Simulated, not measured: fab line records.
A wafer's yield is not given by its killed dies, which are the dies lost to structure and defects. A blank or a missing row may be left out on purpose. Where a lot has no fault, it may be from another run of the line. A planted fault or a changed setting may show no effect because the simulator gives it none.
Which tool was responsible? :: flow berkeleyCmos170 :: 21 wafers from 7 lots sampled at 2 of the route's 331 steps

== WHAT THE GAUGES SHOWED, per wafer ==
UCB170_NWELL_THK_MEAS_02.
lot: L609
measured: day 2 09:49
on: filmMetro-04
NWELL_OXIDE_THK (nm): 26.5 26.3 25.9

lot: L611
measured: day 2 22:40
on: filmMetro-02
NWELL_OXIDE_THK (nm): 25.8 26.0 25.8

lot: L614
measured: day 3 14:09
on: filmMetro-02
NWELL_OXIDE_THK (nm): 22.9 22.8 22.7

lot: L622
measured: day 5 02:38
on: filmMetro-02
NWELL_OXIDE_THK (nm): 25.7 26.0 25.3

lot: L625
measured: day 5 16:53
on: filmMetro-04
NWELL_OXIDE_THK (nm): 26.0 25.7 26.4

lot: L628
measured: day 6 13:08
on: filmMetro-01
NWELL_OXIDE_THK (nm): 26.8 26.5 26.5

lot: L631
measured: day 7 07:05
on: filmMetro-01
NWELL_OXIDE_THK (nm): 26.3 26.8 26.3

== EACH LOT AND THE TOOL THAT RAN IT (in order: tool; ch and the chambers of the sampled wafers; start) ==
lot: L609
UCB170_NWELL_OXIDATION_01: furnace-01 ch 0, day 2 08:28

lot: L611
UCB170_NWELL_OXIDATION_01: furnace-02 ch 0, day 2 21:19

lot: L614
UCB170_NWELL_OXIDATION_01: furnace-02 ch 0, day 3 12:46

lot: L622
UCB170_NWELL_OXIDATION_01: furnace-01 ch 0, day 5 01:17

lot: L625
UCB170_NWELL_OXIDATION_01: furnace-01 ch 0, day 5 15:32

lot: L628
UCB170_NWELL_OXIDATION_01: furnace-04 ch 0, day 6 11:47

lot: L631
UCB170_NWELL_OXIDATION_01: furnace-04 ch 0, day 7 05:44
- UCB170_NWELL_OXIDATION_01: target thk 26.4 nm, ox time 1260 s.

== THE ANSWER, worked out from the rows above alone ==
Rule: usual is defined by the lots themselves. The widest of any qualifying gaps counts: lots, ordered by their means at a reading, are off when they make up no more than a third of the lots, leave a main group of 4 or more, and stand apart from it by 3 or more times the standard deviation of that group's means. A main group whose means are all the same, to the digits that the tables above print for the reading, isn't used. A lot without any number at a reading at which 4 lots or more have one is off too. The other lots that the step has rows for count as sound.
Off: L614, seen at UCB170_NWELL_THK_MEAS_02 (NWELL_OXIDE_THK). The main group: mean 26.1 nm, standard deviation 0.33.
A tool fits if, at a process step before that reading, it ran every lot that is off, and no sound lot after the first of them. The gauges at UCB170_NWELL_THK_MEAS_02 are tried like those tools. One candidate fits, namely furnace-02 at UCB170_NWELL_OXIDATION_01. A fault onset in the window from L611 (day 2 21:19, its last sound lot) to L614 (day 3 12:46, its first lot off) fits.

== WHAT THE SIMULATOR PUT IN ==
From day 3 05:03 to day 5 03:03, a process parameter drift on furnace-02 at UCB170_NWELL_OXIDATION_01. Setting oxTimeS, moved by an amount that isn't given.
Lots struck among those shown: L614. The same result came from the rule above.
